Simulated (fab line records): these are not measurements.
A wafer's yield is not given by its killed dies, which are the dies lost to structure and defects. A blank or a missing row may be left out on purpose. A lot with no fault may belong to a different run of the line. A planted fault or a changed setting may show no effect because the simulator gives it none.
fab line records ; flow rit-cmos
record: lots: 15; wafers: 45; last-day: 7
route steps=202 shown ACTIVE@4 FOX1@21 GATE@96 PLDD@123 M1@202
lots untouched by any fault: they come from a run of this same line in which no faults occurred
start-h: start of the lot's first displayed wafer, in hours after the record's first day ; wait-h: how many hours have passed since the lot's step before this one ; " the same as in the row above ; L1.1+2: one row covering several wafers at once ; - value missing, or start not given ; * or withheld: withheld ; < > ~ a bound
route shown NAME@n: a module of which the file shows steps, and the number in the route of the first ; usual: average and standard deviation across the fault-free wafers ; same: alike in all rows ; chamber/n: place in a boat ; sites: the reading at each site ; _std_site: standard deviation of those values ; _edge_site: outer sites' mean less inner sites' ; radius-mm: for every site, how far away it sits from the centre of the wafer ; mask NAME#n: copy n ; behind: the tool/chamber that last shaped the wafer ; hold: reason for holding the lot/hours on hold/outcome of the hold ; device: the transistor (n, p or np) that didn't switch ; end of line: the tests these same wafers got at the end of their route ; step lacking rows: just its recipe ; killed: dies lost to structure and defects at the first sort, not the wafer's yield ; map: a wafer's dies, x killed, . not, _ none there
set.NAME: setting as actually run; set.NAME@STEP: the setting as run at that earlier step ; model.NAME: the simulator's own value behind a step, which no gauge read
one table for each step of the route and one row for each wafer, over a sample of lots
services: the hour from which a tool's chamber was out of use, counted from the record's first day as start-h (under 0 if before that day), plus the number of hours and why
== steps ==
step: RIT_ACTIVE_CVD_03
recipe: material: Si3N4; target-thk-nm: 150; temp-c: 810; precursor: SiH2Cl2/NH3; time-s: 1500; pressure-mtorr: 300; sih2cl2-flow-sccm: 59.1; nh3-flow-sccm: 150
lot.wafer;tool;chamber;start-h;wait-h
L241.1+5+6;lpcvd-01;0;12.11;0.1
L242.2+3+4;lpcvd-02;1;17.92;0.0
L243.3+4+6;lpcvd-01;0;24.40;0.0
L244.2+3+4;lpcvd-02;1;27.30;0.2
L245.1+2+4;lpcvd-01;0;33.72;0.1
L246.1+3+5;lpcvd-01;1;37.11;0.1
L247.1+2+6;lpcvd-01;0;42.99;0.1
L251.3+4+6;lpcvd-02;1;63.78;0.0
L252.1+3+6;lpcvd-02;1;67.11;0.1
L253.1+2+3;lpcvd-01;0;72.11;0.1
L254.2+4+5;lpcvd-02;1;77.28;0.0
L256.1+3+4;lpcvd-01;1;87.11;0.1
L258.2+4+5;lpcvd-01;0;97.11;0.0
L260.1+5+6;lpcvd-01;1;107.11;0.1
L263.1+2+4;lpcvd-01;1;122.11;0.1
step: RIT_ACTIVE_THK_MEAS_04
recipe: reads: Si3N4_of_ACTIVE_CVD_03
usual: ACTIVE_NITRIDE_THK: 149.7/1.3
lot.wafer;tool;chamber;start-h;wait-h;ACTIVE_NITRIDE_THK[nm]
L241.1;film-metro-03;-;13.53;0.0;148.6
L241.5;film-metro-03;-;13.53;0.0;149.1
L241.6;film-metro-03;-;13.53;0.0;148.3
L242.2;film-metro-01;-;19.34;0.0;150.8
L242.3;film-metro-01;-;19.34;0.0;150.7
L242.4;film-metro-01;-;19.34;0.0;151.0
L243.3;film-metro-01;-;25.84;0.0;149.9
L243.4;film-metro-01;-;25.84;0.0;149.1
L243.6;film-metro-01;-;25.84;0.0;150.1
L244.2;film-metro-03;-;28.73;0.0;149.5
L244.3;film-metro-03;-;28.73;0.0;149.0
L244.4;film-metro-03;-;28.73;0.0;150.3
L245.1;film-metro-02;-;35.14;0.0;149.8
L245.2;film-metro-02;-;35.14;0.0;150.5
L245.4;film-metro-02;-;35.14;0.0;149.8
L246.1;film-metro-02;-;38.53;0.0;151.9
L246.3;film-metro-02;-;38.53;0.0;150.9
L246.5;film-metro-02;-;38.53;0.0;149.4
L247.1;film-metro-03;-;44.40;0.0;149.5
L247.2;film-metro-03;-;44.40;0.0;149.9
L247.6;film-metro-03;-;44.40;0.0;149.1
L251.3;film-metro-01;-;65.22;0.0;122.2
L251.4;film-metro-01;-;65.22;0.0;121.9
L251.6;film-metro-01;-;65.22;0.0;120.6
L252.1;film-metro-03;-;68.53;0.0;121.5
L252.3;film-metro-03;-;68.53;0.0;120.7
L252.6;film-metro-03;-;68.53;0.0;120.1
L253.1;film-metro-02;-;74.24;0.0;150.0
L253.2;film-metro-02;-;74.24;0.0;149.7
L253.3;film-metro-02;-;74.24;0.0;149.1
L254.2;film-metro-02;-;79.41;0.0;120.2
L254.4;film-metro-02;-;79.41;0.0;121.2
L254.5;film-metro-02;-;79.41;0.0;120.5
L256.1;film-metro-02;-;88.53;0.0;147.1
L256.3;film-metro-02;-;88.53;0.0;146.2
L256.4;film-metro-02;-;88.53;0.0;147.7
L258.2;film-metro-02;-;98.54;0.0;149.2
L258.4;film-metro-02;-;98.54;0.0;149.8
L258.5;film-metro-02;-;98.54;0.0;148.4
L260.1;film-metro-01;-;109.24;0.0;150.3
L260.5;film-metro-01;-;109.24;0.0;150.4
L260.6;film-metro-01;-;109.24;0.0;151.1
L263.1;film-metro-02;-;123.53;0.0;148.0
L263.2;film-metro-02;-;123.53;0.0;148.0
L263.4;film-metro-02;-;123.53;0.0;147.5
step: RIT_ACTIVE_ETCH_13
recipe: stop-on: SiO2; chemistry: SF6; target: Si3N4; time-s: 210; over-etch-frac: 0.4; SF6_flow_sccm: 200; pressure-mtorr: 260; rf-w: 125; target-depth-a: 2100
usual: drypump-motor-current-A: 5.8/0.39; oes-product-au: 0.815/0.012; throttle-valve-pct: 7.48/0.15
lot.wafer;tool;chamber;start-h;wait-h;drypump-motor-current-A;oes-product-au;rf-hours-counter-h;throttle-valve-pct
L241.1;rie-diel-03;0;14.83;0.1;5.7;0.808;5;7.42
L241.5;rie-diel-03;3;14.83;0.1;6.2;0.800;-;7.47
L241.6;rie-diel-03;2;14.83;0.1;5.9;0.832;-;7.61
L242.2;rie-diel-02;0;20.51;0.1;4.7;0.832;70;7.33
L242.3;rie-diel-02;2;20.51;0.1;5.5;0.815;11;7.67
L242.4;rie-diel-02;2;20.51;0.1;5.5;0.823;-;7.68
L243.3;rie-diel-04;3;27.00;0.1;5.5;0.801;153;7.37
L243.4;rie-diel-04;1;27.00;0.1;5.7;0.825;2;7.73
L243.6;rie-diel-04;0;27.00;0.1;5.9;0.806;-;7.39
L244.2;rie-diel-04;1;29.93;0.1;5.7;0.828;2;7.74
L244.3;rie-diel-04;3;29.93;0.1;5.5;0.798;153;7.37
L244.4;rie-diel-04;2;29.93;0.1;6.2;0.815;78;7.36
L245.1;rie-diel-02;1;36.32;0.1;6.5;0.816;143;7.37
L245.2;rie-diel-02;0;36.32;0.1;4.7;0.838;70;7.36
L245.4;rie-diel-02;2;36.32;0.1;5.5;0.817;11;7.69
L246.1;rie-diel-04;3;39.71;0.1;5.5;0.820;153;7.37
L246.3;rie-diel-04;0;39.71;0.1;5.9;0.802;148;7.39
L246.5;rie-diel-04;3;39.71;0.1;5.5;0.806;-;7.39
L247.1;rie-diel-04;3;45.77;0.1;5.5;0.801;154;7.37
L247.2;rie-diel-04;1;45.77;0.1;5.7;0.830;2;7.73
L247.6;rie-diel-04;0;45.77;0.1;5.9;0.799;-;7.41
L251.3;rie-diel-04;0;66.41;0.1;5.8;0.729;149;7.41
L251.4;rie-diel-04;1;66.41;0.1;5.7;0.742;2;7.73
L251.6;rie-diel-04;3;66.41;0.1;5.5;0.718;-;7.37
L252.1;rie-diel-02;2;70.07;0.1;5.5;0.731;12;7.67
L252.3;rie-diel-02;3;70.07;0.1;5.8;0.742;93;7.59
L252.6;rie-diel-02;2;70.07;0.1;5.5;0.727;-;7.68
L253.1;rie-diel-04;0;75.42;0.1;5.8;0.807;149;7.41
L253.2;rie-diel-04;2;75.42;0.1;6.2;0.813;79;7.35
L253.3;rie-diel-04;3;75.42;0.1;5.5;0.797;154;7.39
L254.2;rie-diel-02;2;80.58;0.1;5.5;0.728;12;7.68
L254.4;rie-diel-02;1;80.58;0.1;6.5;0.742;144;7.39
L254.5;rie-diel-02;1;80.58;0.1;6.5;0.736;-;7.38
L256.1;rie-diel-04;2;89.71;0.1;6.2;0.799;79;7.36
L256.3;rie-diel-04;1;89.71;0.1;5.7;0.823;3;7.73
L256.4;rie-diel-04;3;89.71;0.1;5.5;0.792;154;7.37
L258.2;rie-diel-04;1;99.83;0.1;5.7;0.833;3;7.75
L258.4;rie-diel-04;0;99.83;0.1;5.8;0.808;149;7.41
L258.5;rie-diel-04;1;99.83;0.1;5.7;0.826;-;7.72
L260.1;rie-diel-04;0;110.42;0.1;5.8;0.808;149;7.40
L260.5;rie-diel-04;0;110.42;0.1;5.8;0.802;-;7.41
L260.6;rie-diel-04;1;110.42;0.1;5.7;0.842;-;7.76
L263.1;rie-diel-04;1;124.83;0.1;5.7;0.824;4;7.74
L263.2;rie-diel-04;2;124.83;0.1;6.2;0.816;80;7.34
L263.4;rie-diel-04;2;124.83;0.1;6.2;0.806;-;7.35
step: RIT_FOX1_THK_MEAS_01
recipe: reads: SiO2_of_FOX1_OXIDATION_00
usual: FOX1_OXIDE_THK: 366/5.3
lot.wafer;tool;chamber;start-h;wait-h;FOX1_OXIDE_THK[nm]
L241.1;film-metro-02;-;16.94;0.0;372
L241.5;film-metro-02;-;16.94;0.0;371
L241.6;film-metro-02;-;16.94;0.0;366
L242.2;film-metro-01;-;23.92;0.0;359
L242.3;film-metro-01;-;23.92;0.0;359
L242.4;film-metro-01;-;23.92;0.0;353
L243.3;film-metro-02;-;30.32;0.0;367
L243.4;film-metro-02;-;30.32;0.0;367
L243.6;film-metro-02;-;30.32;0.0;366
L244.2;film-metro-02;-;33.12;0.0;366
L244.3;film-metro-02;-;33.12;0.0;359
L244.4;film-metro-02;-;33.12;0.0;364
L245.1;film-metro-04;-;38.43;0.0;366
L245.2;film-metro-04;-;38.43;0.0;372
L245.4;film-metro-04;-;38.43;0.0;371
L246.1;film-metro-04;-;42.60;0.0;374
L246.3;film-metro-04;-;42.60;0.0;370
L246.5;film-metro-04;-;42.60;0.0;366
L247.1;film-metro-01;-;50.86;0.0;363
L247.2;film-metro-01;-;50.86;0.0;361
L247.6;film-metro-01;-;50.86;0.0;365
L251.3;film-metro-01;-;68.54;0.0;370
L251.4;film-metro-01;-;68.54;0.0;373
L251.6;film-metro-01;-;68.54;0.0;369
L252.1;film-metro-02;-;72.18;0.0;368
L252.3;film-metro-02;-;72.18;0.0;363
L252.6;film-metro-02;-;72.18;0.0;366
L253.1;film-metro-01;-;77.53;0.0;365
L253.2;film-metro-01;-;77.53;0.0;355
L253.3;film-metro-01;-;77.53;0.0;359
L254.2;film-metro-02;-;82.89;0.0;363
L254.4;film-metro-02;-;82.89;0.0;356
L254.5;film-metro-02;-;82.89;0.0;362
L256.1;film-metro-02;-;91.85;0.0;370
L256.3;film-metro-02;-;91.85;0.0;362
L256.4;film-metro-02;-;91.85;0.0;358
L258.2;film-metro-04;-;101.95;0.0;361
L258.4;film-metro-04;-;101.95;0.0;358
L258.5;film-metro-04;-;101.95;0.0;360
L260.1;film-metro-02;-;112.53;0.0;371
L260.5;film-metro-02;-;112.53;0.0;367
L260.6;film-metro-02;-;112.53;0.0;372
L263.1;film-metro-01;-;127.10;0.0;371
L263.2;film-metro-01;-;127.10;0.0;373
L263.4;film-metro-01;-;127.10;0.0;369
step: RIT_GATE_STRIP_20
recipe: chemistry: O2; time-s: 180; resist: NOVOLAK; platen-temp-c: withheld; power-w: 500; pressure-mtorr: 4000; o2-flow-sccm: 4000
usual: drypump-motor-current-A: 6.2/0.44
lot.wafer;tool;chamber;start-h;wait-h;drypump-motor-current-A;rf-hours-counter-h
L241.1;plasma-asher-04;0;38.08;0.1;5.7;39
L241.5;plasma-asher-04;0;38.08;0.1;5.7;-
L241.6;plasma-asher-04;1;38.08;0.1;5.4;-
L242.2;plasma-asher-01;1;44.49;0.1;6.4;39
L242.3;plasma-asher-01;0;44.49;0.1;6.6;-
L242.4;plasma-asher-01;1;44.49;0.1;6.4;-
L243.3;plasma-asher-01;0;51.43;0.1;6.6;-
L243.4;plasma-asher-01;1;51.43;0.1;6.4;-
L243.6;plasma-asher-01;1;51.43;0.1;6.4;-
L244.2;plasma-asher-01;1;55.37;0.1;6.4;40
L244.3;plasma-asher-01;1;55.37;0.1;6.4;-
L244.4;plasma-asher-01;0;55.37;0.1;6.6;-
L245.1;plasma-asher-01;0;57.94;0.1;6.6;40
L245.2;plasma-asher-01;1;57.94;0.1;6.4;40
L245.4;plasma-asher-01;0;57.94;0.1;6.6;-
L246.1;plasma-asher-01;0;65.02;0.1;6.6;41
L246.3;plasma-asher-01;0;65.02;0.1;6.6;-
L246.5;plasma-asher-01;1;65.02;0.1;6.4;-
L247.1;plasma-asher-01;1;71.82;0.1;6.4;42
L247.2;plasma-asher-01;0;71.82;0.1;6.6;42
L247.6;plasma-asher-01;1;71.82;0.1;6.4;-
L251.3;plasma-asher-02;1;88.47;0.1;5.5;-
L251.4;plasma-asher-02;0;88.47;0.1;6.4;-
L251.6;plasma-asher-02;1;88.47;0.1;5.5;-
L252.1;plasma-asher-04;1;93.02;0.1;5.4;45
L252.3;plasma-asher-04;1;93.02;0.1;5.4;-
L252.6;plasma-asher-04;1;93.02;0.1;5.4;-
L253.1;plasma-asher-02;0;97.91;0.1;6.5;30
L253.2;plasma-asher-02;1;97.91;0.1;5.5;30
L253.3;plasma-asher-02;1;97.91;0.1;5.6;-
L254.2;plasma-asher-04;1;102.62;0.1;5.4;46
L254.4;plasma-asher-04;1;102.62;0.1;5.4;-
L254.5;plasma-asher-04;0;102.62;0.1;5.8;-
L256.1;plasma-asher-01;0;112.01;0.1;6.6;46
L256.3;plasma-asher-01;1;112.01;0.1;6.4;-
L256.4;plasma-asher-01;0;112.01;0.1;6.7;-
L258.2;plasma-asher-01;0;121.51;0.1;6.6;48
L258.4;plasma-asher-01;0;121.51;0.1;6.6;-
L258.5;plasma-asher-01;1;121.51;0.1;6.4;-
L260.1;plasma-asher-01;0;133.27;0.1;6.6;49
L260.5;plasma-asher-01;0;133.27;0.1;6.6;-
L260.6;plasma-asher-01;1;133.27;0.1;6.4;-
L263.1;plasma-asher-01;0;147.18;0.1;6.6;51
L263.2;plasma-asher-01;1;147.18;0.1;6.4;51
L263.4;plasma-asher-01;1;147.18;0.1;6.4;-
step: RIT_PLDD_STRIP_09
recipe: chemistry: O2; time-s: 180; resist: NOVOLAK; platen-temp-c: withheld; power-w: 500; pressure-mtorr: 4000; o2-flow-sccm: 4000
usual: drypump-motor-current-A: 5.8/0.38
lot.wafer;tool;chamber;start-h;wait-h;drypump-motor-current-A;rf-hours-counter-h
L241.1;plasma-asher-02;0;44.29;0.1;6.5;25
L241.5;plasma-asher-02;1;44.29;0.1;5.6;-
L241.6;plasma-asher-02;0;44.29;0.1;6.4;-
L242.2;plasma-asher-02;1;52.51;0.1;5.5;26
L242.3;plasma-asher-02;0;52.51;0.1;6.4;-
L242.4;plasma-asher-02;1;52.51;0.1;5.5;-
L243.3;plasma-asher-03;1;57.66;0.1;5.6;-
L243.4;plasma-asher-03;0;57.66;0.1;6.3;-
L243.6;plasma-asher-03;1;57.66;0.1;5.6;-
L244.2;plasma-asher-04;1;61.40;0.1;5.4;41
L244.3;plasma-asher-04;0;61.40;0.1;5.7;-
L244.4;plasma-asher-04;1;61.40;0.1;5.3;-
L245.1;plasma-asher-02;0;64.37;0.1;6.4;27
L245.2;plasma-asher-02;1;64.37;0.1;5.6;27
L245.4;plasma-asher-02;1;64.37;0.1;5.6;-
L246.1;plasma-asher-04;0;72.22;0.1;5.8;43
L246.3;plasma-asher-04;0;72.22;0.1;5.8;-
L246.5;plasma-asher-04;1;72.22;0.1;5.4;-
L247.1;plasma-asher-02;0;77.83;0.1;6.4;29
L247.2;plasma-asher-02;1;77.83;0.1;5.6;29
L247.6;plasma-asher-02;0;77.83;0.1;6.5;-
L251.3;plasma-asher-03;0;94.51;0.1;6.3;-
L251.4;plasma-asher-03;1;94.51;0.1;5.6;-
L251.6;plasma-asher-03;0;94.51;0.1;6.3;-
L252.1;plasma-asher-04;1;99.02;0.1;5.4;46
L252.3;plasma-asher-04;1;99.02;0.1;5.4;-
L252.6;plasma-asher-04;0;99.02;0.1;5.8;-
L253.1;plasma-asher-04;0;103.98;0.1;5.7;47
L253.2;plasma-asher-04;1;103.98;0.1;5.4;47
L253.3;plasma-asher-04;1;103.98;0.1;5.4;-
L254.2;plasma-asher-03;0;108.62;0.1;6.3;47
L254.4;plasma-asher-03;1;108.62;0.1;5.6;-
L254.5;plasma-asher-03;0;108.62;0.1;6.3;-
L256.1;plasma-asher-03;1;118.17;0.1;5.6;0
L256.3;plasma-asher-03;1;118.17;0.1;5.6;-
L256.4;plasma-asher-03;0;118.17;0.1;6.3;-
L258.2;plasma-asher-02;1;128.28;0.1;5.5;33
L258.4;plasma-asher-02;1;128.28;0.1;5.6;-
L258.5;plasma-asher-02;1;128.28;0.1;5.6;-
L260.1;plasma-asher-03;0;139.77;0.1;6.3;3
L260.5;plasma-asher-03;1;139.77;0.1;5.6;-
L260.6;plasma-asher-03;0;139.77;0.1;6.3;-
L263.1;plasma-asher-04;0;153.71;0.1;5.8;52
L263.2;plasma-asher-04;1;153.71;0.1;5.4;52
L263.4;plasma-asher-04;0;153.71;0.1;5.8;-
step: RIT_M1_PROBE_99
usual: killed-at-contacts: 0.1/0.25; killed-at-front-end: 6.3/2.9; killed-dies: 6.4/2.9; killed-open: 3.3/2.1; killed-short: 3.1/1.7
same: gross-dies: 264; killed_at_M0_to_M3: 0; killed_at_M4_up: 0; killed-at-back-side: 0; killed-at-other: 0
lot.wafer;tool;chamber;start-h;wait-h;killed-at-contacts;killed-at-front-end;killed-dies;killed-open;killed-short
L245.1;prober-01;-;79.02;0.1;1;5;6;3;3
L245.2;prober-01;-;79.07;0.1;0;6;6;3;3
L245.4;prober-01;-;79.17;0.2;1;2;3;2;1
L247.1;prober-01;-;91.65;0.1;0;5;5;4;1
L247.2;prober-01;-;91.70;0.1;0;5;5;3;2
L247.6;prober-01;-;91.90;0.2;0;7;7;4;3
L251.3;prober-01;-;107.93;0.2;0;10;10;5;5
L251.4;prober-01;-;107.98;0.2;0;10;10;8;2
L251.6;prober-01;-;108.08;0.2;0;8;8;5;3
L253.1;prober-02;-;117.72;0.1;0;6;6;4;2
L253.2;prober-02;-;117.77;0.1;1;6;7;4;3
L253.3;prober-02;-;117.82;0.2;0;9;9;5;4
L263.1;prober-02;-;170.43;0.1;0;6;6;3;3
L263.2;prober-02;-;170.48;0.1;1;5;6;3;3
L263.4;prober-02;-;170.58;0.2;0;8;8;6;2
killed by level:class
L245.1 GATE:geometric-particle:short=1 REOX:geometric-particle:open=1 REOX:geometric-particle:short=1 SPACER:geometric-particle:open=1 SILICIDE:geometric-particle:open=1 CONTACT:geometric-particle:short=1
L245.2 FOX1:geometric-particle:open=2 SPACER:geometric-particle:short=2 SPACER:geometric-particle:open=1 SILICIDE:geometric-particle:short=1
L245.4 REOX:geometric-particle:open=1 SPACER:geometric-particle:short=1 CONTACT:geometric-particle:open=1
L247.1 GATE:geometric-particle:open=1 REOX:geometric-particle:open=1 SPACER:geometric-particle:open=1 SILICIDE:geometric-particle:short=1 SILICIDE:geometric-particle:open=1
L247.2 SILICIDE:geometric-particle:open=2 FOX1:geometric-particle:open=1 FOX2:geometric-particle:short=1 GATE:geometric-particle:short=1
L247.6 GATE:geometric-particle:short=2 GATE:geometric-particle:open=2 REOX:geometric-particle:open=1 SPACER:geometric-particle:short=1 SILICIDE:geometric-particle:open=1
L251.3 GATE:geometric-particle:open=4 GATE:geometric-particle:short=3 REOX:geometric-particle:short=2 REOX:geometric-particle:open=1
L251.4 FOX1:geometric-particle:open=2 GATE:geometric-particle:open=2 REOX:geometric-particle:open=2 SILICIDE:geometric-particle:open=2 FOX1:geometric-particle:short=1 SILICIDE:geometric-particle:short=1
L251.6 GATE:geometric-particle:short=2 GATE:geometric-particle:open=2 FOX1:geometric-particle:open=1 REOX:geometric-particle:open=1 SPACER:geometric-particle:short=1 SILICIDE:geometric-particle:open=1
L253.1 ACTIVE:geometric-particle:open=1 FOX2:geometric-particle:open=1 FOX2:geometric-particle:short=1 GATE:geometric-particle:open=1 REOX:geometric-particle:open=1 SPACER:geometric-particle:short=1
L253.2 GATE:geometric-particle:open=2 SPACER:geometric-particle:open=2 FOX1:geometric-particle:short=1 GATE:geometric-particle:short=1 CONTACT:geometric-particle:short=1
L253.3 REOX:geometric-particle:open=4 REOX:geometric-particle:short=2 FOX2:geometric-particle:short=1 GATE:geometric-particle:open=1 SILICIDE:geometric-particle:short=1
L263.1 GATE:geometric-particle:short=2 GATE:geometric-particle:open=1 REOX:geometric-particle:open=1 SILICIDE:geometric-particle:short=1 SILICIDE:geometric-particle:open=1
L263.2 FOX1:geometric-particle:short=1 FOX1:geometric-particle:open=1 FOX2:geometric-particle:open=1 GATE:geometric-particle:short=1 SPACER:geometric-particle:open=1 CONTACT:geometric-particle:short=1
L263.4 REOX:geometric-particle:open=3 GATE:geometric-particle:short=2 SILICIDE:geometric-particle:open=2 SPACER:geometric-particle:open=1
== services ==
tool;chamber;start-h;hours;kind
rie-diel-03;0;-8.99;9.3;repair
plasma-asher-04;-;-7.22;14.6;pm
rie-diel-04;3;10.89;9.5;repair
rie-diel-02;3;12.35;10.0;repair
plasma-asher-02;-;19.31;3.5;repair
rie-diel-03;-;35.58;28.1;pm
lpcvd-02;-;38.00;2.7;repair
plasma-asher-01;-;46.11;1.4;repair
plasma-asher-03;-;52.92;0.6;repair
plasma-asher-01;-;76.21;2.8;pm
rie-diel-03;1;79.70;9.6;repair
rie-diel-04;-;84.68;0.3;repair
rie-diel-03;-;93.04;65.3;repair
plasma-asher-03;-;108.80;9.0;pm
plasma-asher-03;0;108.80;9.0;vent-cycle
plasma-asher-03;1;108.80;9.0;vent-cycle
plasma-asher-02;-;110.74;10.5;repair
plasma-asher-03;0;117.80;-;clean
rie-diel-04;3;124.45;-;clean
rie-diel-04;3;124.45;26.7;scheduled-down
rie-diel-04;3;124.45;26.7;vent-cycle
plasma-asher-04;-;125.93;8.0;repair
rie-diel-04;0;128.36;46.2;repair
rie-diel-04;2;130.13;4.4;repair
== key ==
first-sign: step: RIT_ACTIVE_THK_MEAS_04; reading: ACTIVE_NITRIDE_THK; direction: down; sigmas: 23; usual: 149.7; struck: 121.0
effect: step: RIT_ACTIVE_ETCH_13; reading: oes-product-au; direction: down; sigmas: 6.9; usual: 0.815; struck: 0.733
met-at RIT_ACTIVE_CVD_03
struck-lots L251,L252,L254
tester-left-out L251,L252,L254
not-acting-at RIT_FOX1_THK_MEAS_01,RIT_GATE_STRIP_20,RIT_PLDD_STRIP_09
onset-between 27.30 63.78
fault: kind: process-parameter-drift; tool: lpcvd-02; chamber: -; onset-h: 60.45; steps: RIT_ACTIVE_CVD_03; channel: target-thk-nm; offset: -30; shape: step; end-h: 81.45; acts-in: these-recipes-only; stated: 150
tester-left-out: of these lots the tester's yield and bins aren't shown, on N5 and GAA mostly nor the transistor test; their killed dies are dies lost to structure and defects alone, not to doping, threshold or leakage, so they don't give the yield
